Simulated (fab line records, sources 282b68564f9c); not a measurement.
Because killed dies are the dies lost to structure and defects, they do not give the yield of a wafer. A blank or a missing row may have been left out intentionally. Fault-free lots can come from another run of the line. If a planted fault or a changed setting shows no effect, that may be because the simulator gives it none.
fab line records :: flow rit-cmos :: part 2 of 2: steps 33 to 45 of 45
[record]
  lots = 5
  wafers = 15
  last-day = 7
route steps=202 shown PRETRO@69 GATE@75 FOX2@80 REOX@98 NLDD@103
lots with no fault: from the same line, run without faults
start-h: start of the lot's first displayed wafer, in hours after the record's first day :: wait-h: how many hours have passed since the lot's step before this one :: " same as the row above :: L1.1+2: a row that stands for several wafers :: - no value, or no start given :: * or withheld: withheld :: < > ~ a bound
route shown NAME@n: names a module that has steps shown in the file, with the first one's number in the route :: usual: the fault-free wafers' mean and standard deviation :: same: alike in all rows :: chamber/n: place in a boat :: sites: the reading at each site :: _std_site: how widely they spread, as a standard deviation :: _edge_site: inner sites' mean taken away from outer sites' mean :: radius-mm: for every site, how far away it sits from the centre of the wafer :: mask NAME#n: copy n :: behind: the last tool/chamber to shape the wafer :: hold: why the lot was held/for how many hours/how that ended :: device: which transistor (n, p or np) failed to switch :: end of line: tests of these same wafers at the route's end :: a step without rows: its recipe alone :: killed: count of dies lost to structure and defects at first sort (not the wafer's yield) :: map: the dies of a wafer, with x for killed, . for not killed, _ for no die there
set.NAME: the setting that was run; set.NAME@STEP: the one run at that earlier step :: model.NAME: the simulator's own value behind a step, which no gauge read
a table for each step, a row for each wafer; lots at some steps of the route
services: a tool's chamber out of use, with start hour (start-h, from the record's first day; less than 0 if before it), hours out, and reason
[[steps]]
[step RIT_REOX_OXIDATION_03]
[recipe]
  temp-c = 900
  ambient = O2
  target-thk-a = 252
  ox-time-s = 5580
[usual]
  ox-temp-c-max = 903.1/0.79
  tube_center_temp_C_max = 902.3/0.37
lot.wafer: L081.1
tool: furnace-04
chamber: 0
start-h: 94.74
wait-h: 0.1
ox-temp-c-max: 902.8
tube_center_temp_C_max: 902.7

lot.wafer: L081.4
tool: furnace-04
chamber: 0
start-h: 94.74
wait-h: 0.1
ox-temp-c-max: 902.7
tube_center_temp_C_max: 902.5

lot.wafer: L081.5
tool: furnace-04
chamber: 0
start-h: 94.74
wait-h: 0.1
ox-temp-c-max: 902.5
tube_center_temp_C_max: 902.1

lot.wafer: L085.2
tool: furnace-01
chamber: 0
start-h: 114.56
wait-h: 0.2
ox-temp-c-max: 903.3
tube_center_temp_C_max: 902.2

lot.wafer: L085.3
tool: furnace-01
chamber: 0
start-h: 114.56
wait-h: 0.2
ox-temp-c-max: 904.7
tube_center_temp_C_max: 902.4

lot.wafer: L085.4
tool: furnace-01
chamber: 0
start-h: 114.56
wait-h: 0.2
ox-temp-c-max: 903.7
tube_center_temp_C_max: 901.9

lot.wafer: L090.1
tool: furnace-01
chamber: 0
start-h: 134.94
wait-h: 0.4
ox-temp-c-max: 903.5
tube_center_temp_C_max: 901.7

lot.wafer: L090.4
tool: furnace-01
chamber: 0
start-h: 134.94
wait-h: 0.4
ox-temp-c-max: 903.0
tube_center_temp_C_max: 902.7

lot.wafer: L090.5
tool: furnace-01
chamber: 0
start-h: 134.94
wait-h: 0.4
ox-temp-c-max: 903.0
tube_center_temp_C_max: 901.9

lot.wafer: L092.1
tool: furnace-03
chamber: 0
start-h: 139.49
wait-h: 0.0
ox-temp-c-max: 903.4
tube_center_temp_C_max: 902.2

lot.wafer: L092.2
tool: furnace-03
chamber: 0
start-h: 139.49
wait-h: 0.0
ox-temp-c-max: 904.6
tube_center_temp_C_max: 902.5

lot.wafer: L092.5
tool: furnace-03
chamber: 0
start-h: 139.49
wait-h: 0.0
ox-temp-c-max: 904.4
tube_center_temp_C_max: 902.1

lot.wafer: L095.2
tool: furnace-03
chamber: 0
start-h: 148.08
wait-h: 0.5
ox-temp-c-max: 906.1
tube_center_temp_C_max: 902.0

lot.wafer: L095.4
tool: furnace-03
chamber: 0
start-h: 148.08
wait-h: 0.5
ox-temp-c-max: 903.1
tube_center_temp_C_max: 902.7

lot.wafer: L095.5
tool: furnace-03
chamber: 0
start-h: 148.08
wait-h: 0.5
ox-temp-c-max: 903.7
tube_center_temp_C_max: 902.8
[step RIT_REOX_THK_MEAS_04]
[recipe]
  reads = SiO2_of_REOX_OXIDATION_03
[usual]
  REOX_OXIDE_THK = 25.1/0.65
lot.wafer: L081.1
tool: film-metro-02
chamber: -
start-h: 97.29
wait-h: 0.0
REOX_OXIDE_THK[nm]: 25.8

lot.wafer: L081.4
tool: film-metro-02
chamber: -
start-h: 97.29
wait-h: 0.0
REOX_OXIDE_THK[nm]: 25.6

lot.wafer: L081.5
tool: film-metro-02
chamber: -
start-h: 97.29
wait-h: 0.0
REOX_OXIDE_THK[nm]: 26.0

lot.wafer: L085.2
tool: film-metro-02
chamber: -
start-h: 117.12
wait-h: 0.0
REOX_OXIDE_THK[nm]: 24.8

lot.wafer: L085.3
tool: film-metro-02
chamber: -
start-h: 117.12
wait-h: 0.0
REOX_OXIDE_THK[nm]: 24.8

lot.wafer: L085.4
tool: film-metro-02
chamber: -
start-h: 117.12
wait-h: 0.0
REOX_OXIDE_THK[nm]: 24.5

lot.wafer: L090.1
tool: film-metro-04
chamber: -
start-h: 137.49
wait-h: 0.0
REOX_OXIDE_THK[nm]: 25.4

lot.wafer: L090.4
tool: film-metro-04
chamber: -
start-h: 137.49
wait-h: 0.0
REOX_OXIDE_THK[nm]: 24.6

lot.wafer: L090.5
tool: film-metro-04
chamber: -
start-h: 137.49
wait-h: 0.0
REOX_OXIDE_THK[nm]: 24.7

lot.wafer: L092.1
tool: film-metro-04
chamber: -
start-h: 142.04
wait-h: 0.0
REOX_OXIDE_THK[nm]: 25.9

lot.wafer: L092.2
tool: film-metro-04
chamber: -
start-h: 142.04
wait-h: 0.0
REOX_OXIDE_THK[nm]: 26.0

lot.wafer: L092.5
tool: film-metro-04
chamber: -
start-h: 142.04
wait-h: 0.0
REOX_OXIDE_THK[nm]: 26.2

lot.wafer: L095.2
tool: film-metro-02
chamber: -
start-h: 150.64
wait-h: 0.0
REOX_OXIDE_THK[nm]: 24.0

lot.wafer: L095.4
tool: film-metro-02
chamber: -
start-h: 150.64
wait-h: 0.0
REOX_OXIDE_THK[nm]: 24.3

lot.wafer: L095.5
tool: film-metro-02
chamber: -
start-h: 150.64
wait-h: 0.0
REOX_OXIDE_THK[nm]: 23.8
[step RIT_NLDD_HMDS_00]
[recipe]
  prime-time-s = 60
  prime-temp-c = 140
[same]
  prime-time-s = 60
lot.wafer: L081.1+4+5
tool: litho-track-03
chamber: 0
start-h: 97.38
wait-h: 0.1

lot.wafer: L085.2+3+4
tool: litho-track-04
chamber: 0
start-h: 117.19
wait-h: 0.1

lot.wafer: L090.1+4+5
tool: litho-track-03
chamber: 0
start-h: 137.55
wait-h: 0.1

lot.wafer: L092.1+2+5
tool: litho-track-03
chamber: 0
start-h: 142.10
wait-h: 0.1

lot.wafer: L095.2+4+5
tool: litho-track-04
chamber: 0
start-h: 150.72
wait-h: 0.1
[step RIT_NLDD_COAT_01]
[recipe]
  resist = NOVOLAK
  spin-rpm = 3250
  resist-thk-nm = 1000
[usual]
  dispense-pressure-kPa = 52/3.7
lot.wafer: L081.1
tool: litho-track-03
chamber: 0
start-h: 97.53
wait-h: 0.1
dispense-pressure-kPa: 53

lot.wafer: L081.4
tool: litho-track-03
chamber: 0
start-h: 97.53
wait-h: 0.1
dispense-pressure-kPa: 53

lot.wafer: L081.5
tool: litho-track-03
chamber: 0
start-h: 97.53
wait-h: 0.1
dispense-pressure-kPa: 53

lot.wafer: L085.2
tool: litho-track-04
chamber: 0
start-h: 117.34
wait-h: 0.1
dispense-pressure-kPa: 55

lot.wafer: L085.3
tool: litho-track-04
chamber: 0
start-h: 117.34
wait-h: 0.1
dispense-pressure-kPa: 55

lot.wafer: L085.4
tool: litho-track-04
chamber: 0
start-h: 117.34
wait-h: 0.1
dispense-pressure-kPa: 55

lot.wafer: L090.1
tool: litho-track-03
chamber: 0
start-h: 137.70
wait-h: 0.1
dispense-pressure-kPa: 53

lot.wafer: L090.4
tool: litho-track-03
chamber: 0
start-h: 137.70
wait-h: 0.1
dispense-pressure-kPa: 53

lot.wafer: L090.5
tool: litho-track-03
chamber: 0
start-h: 137.70
wait-h: 0.1
dispense-pressure-kPa: 53

lot.wafer: L092.1
tool: litho-track-03
chamber: 0
start-h: 142.25
wait-h: 0.1
dispense-pressure-kPa: 53

lot.wafer: L092.2
tool: litho-track-03
chamber: 0
start-h: 142.25
wait-h: 0.1
dispense-pressure-kPa: 53

lot.wafer: L092.5
tool: litho-track-03
chamber: 0
start-h: 142.25
wait-h: 0.1
dispense-pressure-kPa: 53

lot.wafer: L095.2
tool: litho-track-04
chamber: 0
start-h: 150.87
wait-h: 0.1
dispense-pressure-kPa: 55

lot.wafer: L095.4
tool: litho-track-04
chamber: 0
start-h: 150.87
wait-h: 0.1
dispense-pressure-kPa: 55

lot.wafer: L095.5
tool: litho-track-04
chamber: 0
start-h: 150.87
wait-h: 0.1
dispense-pressure-kPa: 55
[step RIT_NLDD_SOFTBAKE_02]
[recipe]
  resist = NOVOLAK
  temp-c = 90
  time-s = 60
lot.wafer: L081.1+4+5
tool: litho-track-03
chamber: 0
start-h: 97.68
wait-h: 0.1

lot.wafer: L085.2+3+4
tool: litho-track-04
chamber: 0
start-h: 117.49
wait-h: 0.1

lot.wafer: L090.1+4+5
tool: litho-track-03
chamber: 0
start-h: 137.85
wait-h: 0.1

lot.wafer: L092.1+2+5
tool: litho-track-03
chamber: 0
start-h: 142.40
wait-h: 0.1

lot.wafer: L095.2+4+5
tool: litho-track-04
chamber: 0
start-h: 151.02
wait-h: 0.1
[step RIT_NLDD_EXPOSE_03]
[recipe]
  mask-id = M7
  na = 0.57
  target-cd-nm = 40700
  dose-mj = 250
[usual]
  stage-vel-mm-s = 499.92/0.27
lot.wafer: L081.1
tool: iline-stepper-02
chamber: 0
start-h: 97.83
wait-h: 0.1
mask: M7#0
stage-vel-mm-s: 499.85

lot.wafer: L081.4
tool: iline-stepper-02
chamber: 0
start-h: 97.83
wait-h: 0.1
mask: M7#0
stage-vel-mm-s: 499.91

lot.wafer: L081.5
tool: iline-stepper-02
chamber: 0
start-h: 97.83
wait-h: 0.1
mask: M7#0
stage-vel-mm-s: 500.14

lot.wafer: L085.2
tool: iline-stepper-02
chamber: 0
start-h: 119.59
wait-h: 2.1
mask: M7#0
stage-vel-mm-s: 499.68

lot.wafer: L085.3
tool: iline-stepper-02
chamber: 0
start-h: 119.59
wait-h: 2.1
mask: M7#0
stage-vel-mm-s: 500.02

lot.wafer: L085.4
tool: iline-stepper-02
chamber: 0
start-h: 119.59
wait-h: 2.1
mask: M7#0
stage-vel-mm-s: 499.52

lot.wafer: L090.1
tool: iline-stepper-01
chamber: 0
start-h: 138.00
wait-h: 0.1
mask: M7#0
stage-vel-mm-s: 499.88

lot.wafer: L090.4
tool: iline-stepper-01
chamber: 0
start-h: 138.00
wait-h: 0.1
mask: M7#0
stage-vel-mm-s: 499.63

lot.wafer: L090.5
tool: iline-stepper-01
chamber: 0
start-h: 138.00
wait-h: 0.1
mask: M7#0
stage-vel-mm-s: 499.43

lot.wafer: L092.1
tool: iline-stepper-01
chamber: 0
start-h: 142.55
wait-h: 0.1
mask: M7#0
stage-vel-mm-s: 499.58

lot.wafer: L092.2
tool: iline-stepper-01
chamber: 0
start-h: 142.55
wait-h: 0.1
mask: M7#0
stage-vel-mm-s: 500.20

lot.wafer: L092.5
tool: iline-stepper-01
chamber: 0
start-h: 142.55
wait-h: 0.1
mask: M7#0
stage-vel-mm-s: 499.87

lot.wafer: L095.2
tool: iline-stepper-02
chamber: 0
start-h: 151.28
wait-h: 0.2
mask: M7#0
stage-vel-mm-s: 499.91

lot.wafer: L095.4
tool: iline-stepper-02
chamber: 0
start-h: 151.28
wait-h: 0.2
mask: M7#0
stage-vel-mm-s: 500.33

lot.wafer: L095.5
tool: iline-stepper-02
chamber: 0
start-h: 151.28
wait-h: 0.2
mask: M7#0
stage-vel-mm-s: 499.98
[step RIT_NLDD_PEB_04]
[recipe]
  resist = NOVOLAK
  temp-c = withheld
  time-s = withheld
lot.wafer: L081.1+4+5
tool: litho-track-04
chamber: 0
start-h: 98.46
wait-h: 0.6

lot.wafer: L085.2+3+4
tool: litho-track-01
chamber: 0
start-h: 119.71
wait-h: 0.1

lot.wafer: L090.1+4+5
tool: litho-track-03
chamber: 0
start-h: 138.28
wait-h: 0.3

lot.wafer: L092.1+2+5
tool: litho-track-04
chamber: 0
start-h: 142.67
wait-h: 0.1

lot.wafer: L095.2+4+5
tool: litho-track-01
chamber: 0
start-h: 151.42
wait-h: 0.1
[step RIT_NLDD_DEVELOP_05]
[recipe]
  resist = NOVOLAK
  develop-time-s = 50
  dev-temp-c = 23
[same]
  develop-time-s = 50
lot.wafer: L081.1+4+5
tool: litho-track-04
chamber: 0
start-h: -
wait-h: -

lot.wafer: L085.2+3+4
tool: litho-track-01
chamber: 0
start-h: -
wait-h: -

lot.wafer: L090.1+4+5
tool: litho-track-03
chamber: 0
start-h: -
wait-h: -

lot.wafer: L092.1+2+5
tool: litho-track-04
chamber: 0
start-h: -
wait-h: -

lot.wafer: L095.2+4+5
tool: litho-track-01
chamber: 0
start-h: -
wait-h: -
[step RIT_NLDD_OVL_MEAS_06]
[usual]
  NLDD_OVL = -0.1/1.6
lot.wafer: L081.1
tool: overlay-01
chamber: -
start-h: 98.74
wait-h: -
NLDD_OVL[nm]: 2.5

lot.wafer: L081.4
tool: overlay-01
chamber: -
start-h: 98.74
wait-h: -
NLDD_OVL[nm]: 0.2

lot.wafer: L081.5
tool: overlay-01
chamber: -
start-h: 98.74
wait-h: -
NLDD_OVL[nm]: 1.1

lot.wafer: L085.2
tool: overlay-02
chamber: -
start-h: 119.98
wait-h: -
NLDD_OVL[nm]: -2.4

lot.wafer: L085.3
tool: overlay-02
chamber: -
start-h: 119.98
wait-h: -
NLDD_OVL[nm]: -1.8

lot.wafer: L085.4
tool: overlay-02
chamber: -
start-h: 119.98
wait-h: -
NLDD_OVL[nm]: -0.7

lot.wafer: L090.1
tool: overlay-01
chamber: -
start-h: 138.57
wait-h: -
NLDD_OVL[nm]: 0.7

lot.wafer: L090.4
tool: overlay-01
chamber: -
start-h: 138.57
wait-h: -
NLDD_OVL[nm]: 0.3

lot.wafer: L090.5
tool: overlay-01
chamber: -
start-h: 138.57
wait-h: -
NLDD_OVL[nm]: 1.6

lot.wafer: L092.1
tool: overlay-02
chamber: -
start-h: 142.96
wait-h: -
NLDD_OVL[nm]: -0.8

lot.wafer: L092.2
tool: overlay-02
chamber: -
start-h: 142.96
wait-h: -
NLDD_OVL[nm]: -0.1

lot.wafer: L092.5
tool: overlay-02
chamber: -
start-h: 142.96
wait-h: -
NLDD_OVL[nm]: 1.0

lot.wafer: L095.2
tool: overlay-02
chamber: -
start-h: 151.68
wait-h: -
NLDD_OVL[nm]: 0.4

lot.wafer: L095.4
tool: overlay-02
chamber: -
start-h: 151.68
wait-h: -
NLDD_OVL[nm]: 1.4

lot.wafer: L095.5
tool: overlay-02
chamber: -
start-h: 151.68
wait-h: -
NLDD_OVL[nm]: 1.4
[step RIT_NLDD_HARDBAKE_07]
[recipe]
  resist = NOVOLAK
  temp-c = 140
  time-s = 60
lot.wafer: L081.1+4+5
tool: litho-track-04
chamber: 0
start-h: 99.37
wait-h: 0.6

lot.wafer: L085.2+3+4
tool: litho-track-03
chamber: 0
start-h: 120.03
wait-h: 0.0

lot.wafer: L090.1+4+5
tool: litho-track-04
chamber: 0
start-h: 138.71
wait-h: 0.1

lot.wafer: L092.1+2+5
tool: litho-track-03
chamber: 0
start-h: 142.99
wait-h: 0.0

lot.wafer: L095.2+4+5
tool: litho-track-04
chamber: 0
start-h: 151.76
wait-h: 0.1
[step RIT_NLDD_IMPLANT_08]
[recipe]
  species = P
  energy-kev = 20
  dose-cm2 = 5e+14
  tilt-deg = 7
[usual]
  dose-ions-cm2 = 4.999e+14/4.6e+11
lot.wafer: L081.1
tool: implanter-02
chamber: 0
start-h: 99.52
wait-h: 0.1
dose-ions-cm2: 4.997e+14

lot.wafer: L081.4
tool: implanter-02
chamber: 0
start-h: 99.52
wait-h: 0.1
dose-ions-cm2: 4.999e+14

lot.wafer: L081.5
tool: implanter-02
chamber: 0
start-h: 99.52
wait-h: 0.1
dose-ions-cm2: 5.004e+14

lot.wafer: L085.2
tool: implanter-02
chamber: 0
start-h: 120.18
wait-h: 0.1
dose-ions-cm2: 4.989e+14

lot.wafer: L085.3
tool: implanter-02
chamber: 0
start-h: 120.18
wait-h: 0.1
dose-ions-cm2: 4.993e+14

lot.wafer: L085.4
tool: implanter-02
chamber: 0
start-h: 120.18
wait-h: 0.1
dose-ions-cm2: 4.999e+14

lot.wafer: L090.1
tool: implanter-04
chamber: 0
start-h: 138.86
wait-h: 0.1
dose-ions-cm2: 5.001e+14

lot.wafer: L090.4
tool: implanter-04
chamber: 0
start-h: 138.86
wait-h: 0.1
dose-ions-cm2: 5.001e+14

lot.wafer: L090.5
tool: implanter-04
chamber: 0
start-h: 138.86
wait-h: 0.1
dose-ions-cm2: 4.995e+14

lot.wafer: L092.1
tool: implanter-04
chamber: 0
start-h: 143.14
wait-h: 0.1
dose-ions-cm2: 5.004e+14

lot.wafer: L092.2
tool: implanter-04
chamber: 0
start-h: 143.14
wait-h: 0.1
dose-ions-cm2: 5.011e+14

lot.wafer: L092.5
tool: implanter-04
chamber: 0
start-h: 143.14
wait-h: 0.1
dose-ions-cm2: 5.005e+14

lot.wafer: L095.2
tool: implanter-03
chamber: 0
start-h: 151.91
wait-h: 0.1
dose-ions-cm2: 4.996e+14

lot.wafer: L095.4
tool: implanter-03
chamber: 0
start-h: 151.91
wait-h: 0.1
dose-ions-cm2: 5.002e+14

lot.wafer: L095.5
tool: implanter-03
chamber: 0
start-h: 151.91
wait-h: 0.1
dose-ions-cm2: 5e+14
[step RIT_NLDD_STRIP_09]
[recipe]
  chemistry = O2
  time-s = 180
  resist = NOVOLAK
  platen-temp-c = withheld
  power-w = 500
  pressure-mtorr = 4000
  o2-flow-sccm = 4000
[usual]
  drypump-motor-current-A = 5.7/0.47
lot.wafer: L081.1
tool: plasma-asher-01
chamber: 1
start-h: 99.67
wait-h: 0.1
drypump-motor-current-A: 5.0
rf-hours-counter-h: 31

lot.wafer: L081.4
tool: plasma-asher-01
chamber: 1
start-h: 99.67
wait-h: 0.1
drypump-motor-current-A: 5.0
rf-hours-counter-h: -

lot.wafer: L081.5
tool: plasma-asher-01
chamber: 1
start-h: 99.67
wait-h: 0.1
drypump-motor-current-A: 5.0
rf-hours-counter-h: -

lot.wafer: L085.2
tool: plasma-asher-04
chamber: 1
start-h: 120.31
wait-h: 0.1
drypump-motor-current-A: 5.7
rf-hours-counter-h: 48

lot.wafer: L085.3
tool: plasma-asher-04
chamber: 1
start-h: 120.31
wait-h: 0.1
drypump-motor-current-A: 5.8
rf-hours-counter-h: -

lot.wafer: L085.4
tool: plasma-asher-04
chamber: 0
start-h: 120.31
wait-h: 0.1
drypump-motor-current-A: 5.4
rf-hours-counter-h: -

lot.wafer: L090.1
tool: plasma-asher-02
chamber: 0
start-h: 139.01
wait-h: 0.1
drypump-motor-current-A: 5.5
rf-hours-counter-h: 3

lot.wafer: L090.4
tool: plasma-asher-02
chamber: 0
start-h: 139.01
wait-h: 0.1
drypump-motor-current-A: 5.5
rf-hours-counter-h: -

lot.wafer: L090.5
tool: plasma-asher-02
chamber: 0
start-h: 139.01
wait-h: 0.1
drypump-motor-current-A: 5.5
rf-hours-counter-h: -

lot.wafer: L092.1
tool: plasma-asher-01
chamber: 1
start-h: 143.29
wait-h: 0.1
drypump-motor-current-A: 5.0
rf-hours-counter-h: 36

lot.wafer: L092.2
tool: plasma-asher-01
chamber: 0
start-h: 143.29
wait-h: 0.1
drypump-motor-current-A: 6.0
rf-hours-counter-h: 36

lot.wafer: L092.5
tool: plasma-asher-01
chamber: 1
start-h: 143.29
wait-h: 0.1
drypump-motor-current-A: 5.0
rf-hours-counter-h: -

lot.wafer: L095.2
tool: plasma-asher-01
chamber: 1
start-h: 152.03
wait-h: 0.1
drypump-motor-current-A: 5.0
rf-hours-counter-h: 37

lot.wafer: L095.4
tool: plasma-asher-01
chamber: 1
start-h: 152.03
wait-h: 0.1
drypump-motor-current-A: 5.0
rf-hours-counter-h: -

lot.wafer: L095.5
tool: plasma-asher-01
chamber: 1
start-h: 152.03
wait-h: 0.1
drypump-motor-current-A: 5.0
rf-hours-counter-h: -
[step RIT_NLDD_TW_MEAS_10]
[usual]
  NLDD_TW = 2507/12
lot.wafer: L081.1
tool: film-metro-03
chamber: -
start-h: 99.85
wait-h: 0.1
NLDD_TW: 2517

lot.wafer: L081.4
tool: film-metro-03
chamber: -
start-h: 99.85
wait-h: 0.1
NLDD_TW: 2498

lot.wafer: L081.5
tool: film-metro-03
chamber: -
start-h: 99.85
wait-h: 0.1
NLDD_TW: 2507

lot.wafer: L085.2
tool: film-metro-03
chamber: -
start-h: 120.49
wait-h: 0.1
NLDD_TW: 2501

lot.wafer: L085.3
tool: film-metro-03
chamber: -
start-h: 120.49
wait-h: 0.1
NLDD_TW: 2508

lot.wafer: L085.4
tool: film-metro-03
chamber: -
start-h: 120.49
wait-h: 0.1
NLDD_TW: 2512

lot.wafer: L090.1
tool: film-metro-03
chamber: -
start-h: 139.19
wait-h: 0.1
NLDD_TW: 2500

lot.wafer: L090.4
tool: film-metro-03
chamber: -
start-h: 139.19
wait-h: 0.1
NLDD_TW: 2503

lot.wafer: L090.5
tool: film-metro-03
chamber: -
start-h: 139.19
wait-h: 0.1
NLDD_TW: 2511

lot.wafer: L092.1
tool: film-metro-03
chamber: -
start-h: 143.47
wait-h: 0.1
NLDD_TW: 2510

lot.wafer: L092.2
tool: film-metro-03
chamber: -
start-h: 143.47
wait-h: 0.1
NLDD_TW: 2503

lot.wafer: L092.5
tool: film-metro-03
chamber: -
start-h: 143.47
wait-h: 0.1
NLDD_TW: 2503

lot.wafer: L095.2
tool: film-metro-01
chamber: -
start-h: 152.22
wait-h: 0.1
NLDD_TW: 2500

lot.wafer: L095.4
tool: film-metro-01
chamber: -
start-h: 152.22
wait-h: 0.1
NLDD_TW: 2494

lot.wafer: L095.5
tool: film-metro-01
chamber: -
start-h: 152.22
wait-h: 0.1
NLDD_TW: 2491
[[services]]
tool: plasma-asher-03
chamber: -
start-h: 67.92
hours: 3.8
kind: repair

tool: iline-stepper-01
chamber: -
start-h: 69.13
hours: 1.7
kind: pm

tool: iline-stepper-01
chamber: -
start-h: 76.64
hours: 28.9
kind: pm

tool: lpcvd-01
chamber: -
start-h: 76.67
hours: 1.4
kind: repair

tool: implanter-04
chamber: -
start-h: 79.93
hours: 0.6
kind: repair

tool: furnace-04
chamber: -
start-h: 82.28
hours: 3.4
kind: pm

tool: furnace-01
chamber: -
start-h: 87.10
hours: 3.8
kind: pm

tool: rie-si-01
chamber: 3
start-h: 94.16
hours: -
kind: clean

tool: rie-si-01
chamber: 3
start-h: 94.16
hours: 21.3
kind: scheduled-down

tool: rie-si-01
chamber: 3
start-h: 94.16
hours: 21.3
kind: vent-cycle

tool: rie-si-02
chamber: 0
start-h: 101.30
hours: -
kind: clean

tool: rie-si-02
chamber: 0
start-h: 101.30
hours: 15.9
kind: scheduled-down

tool: rie-si-02
chamber: 0
start-h: 101.30
hours: 15.9
kind: vent-cycle

tool: plasma-asher-02
chamber: -
start-h: 108.75
hours: 9.0
kind: pm

tool: plasma-asher-02
chamber: 0
start-h: 108.75
hours: 9.0
kind: vent-cycle

tool: plasma-asher-02
chamber: 1
start-h: 108.75
hours: 9.0
kind: vent-cycle

tool: plasma-asher-01
chamber: -
start-h: 112.30
hours: 2.8
kind: pm

tool: rie-si-02
chamber: -
start-h: 114.16
hours: 4.1
kind: repair

tool: plasma-asher-02
chamber: 0
start-h: 117.75
hours: -
kind: clean

tool: plasma-asher-02
chamber: 1
start-h: 117.75
hours: -
kind: clean

tool: furnace-04
chamber: -
start-h: 122.05
hours: 3.4
kind: pm

tool: iline-stepper-02
chamber: -
start-h: 122.96
hours: 8.9
kind: pm

tool: plasma-asher-03
chamber: -
start-h: 130.17
hours: 3.4
kind: repair

tool: iline-stepper-02
chamber: -
start-h: 131.85
hours: 1.7
kind: pm
